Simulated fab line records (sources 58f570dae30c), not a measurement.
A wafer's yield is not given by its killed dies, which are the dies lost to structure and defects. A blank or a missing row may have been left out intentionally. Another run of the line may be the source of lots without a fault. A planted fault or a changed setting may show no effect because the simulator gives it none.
8D (eight disciplines) problem report, filled in by code -- flow berkeley-cmos170 -- the parts of the form that need people (team, actions taken, sign-off) are left out

1. THE ISSUE
run-length-s at UCB170_ACTIVE_ETCH_15 reads a mean of 171.9 s on 9 wafers of 3 lots; wafers without a fault read 179.4 s with a standard deviation of 0.44. Measured from the usual mean, that is -17 standard deviations.
The step: etches Si3N4 in CH3F/Ar/O2, stops on SiO2, target depth 242 nm, time 151 s.
First observed at day 7 23:59: wafer L599.4, on rie-diel-01. The record holds 21 wafers of 7 lots with a number at this step. Rule for "out", or "out of limits": more than 4 standard deviations from the usual mean. Any other wafer with a number is counted as sound.

2. WHAT THIS IS AND IS NOT
question,is,is not
which readings at this step,run-length-s,"O2_flow_sccm, drypump-motor-current-A, throttle-valve-pct"
which lots,"L599, L603, L604","L583, L590, L594, L600"
which wafers of those lots,all that have a number,-
read on which tools,rie-diel-01,"rie-diel-03, rie-diel-04"
when,from day 7 23:59,up to then (12 sound wafers)

3. THE SUSPECTS, EACH WITH WHAT RULES IT OUT
Counting: a tool at any process step up to the reading remains a suspect when it ran all the lots that are out and ran no sound lot after the first of those.
- rie-diel-01 at UCB170_ACTIVE_ETCH_15 (etches Si3N4 in CH3F/Ar/O2, stops on SiO2, target depth 242 nm, time 151 s): kept. It processed each lot that is out, first L599 at day 7 23:59, and no sound lot thereafter; up to then, the last sound lot it processed was L594 at day 6 15:11. Out on those wafers are its own readings of run-length-s.
The count leaves rie-diel-01 at UCB170_ACTIVE_ETCH_15.

4. THE CAUSE (what the simulator had put in)
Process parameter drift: rie-diel-01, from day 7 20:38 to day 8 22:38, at UCB170_ACTIVE_ETCH_15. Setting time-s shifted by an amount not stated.
Counting left only this tool.

5. THE EFFECT CHAIN, in route order
Each row: a reading where the mean over the struck wafers with a number is more than 3 standard deviations away from the usual. Scope: only readings with a usual standard deviation given in the record; hours: median across lots of the time from each lot's start at the first step in this table that gives one to its start at this step; sigmas: change in usual standard deviations.
hours,step,reading,usual,on struck wafers,change,sigmas
0,UCB170_ACTIVE_ETCH_15,oes-product-au,0.948 a.u.,0.999,+0.051,+3.9
0,UCB170_ACTIVE_ETCH_15,run-length-s,179.4 s,171.9,-7.5,-17
It contains these process steps:
- UCB170_ACTIVE_ETCH_15: etches Si3N4 in CH3F/Ar/O2, stops on SiO2, target depth 242 nm, time 151 s.

6. WHAT WOULD HAVE CAUGHT IT SOONER
In this record no reading fell out of limits until day 7 23:59, 3 hours after the fault had begun at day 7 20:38.
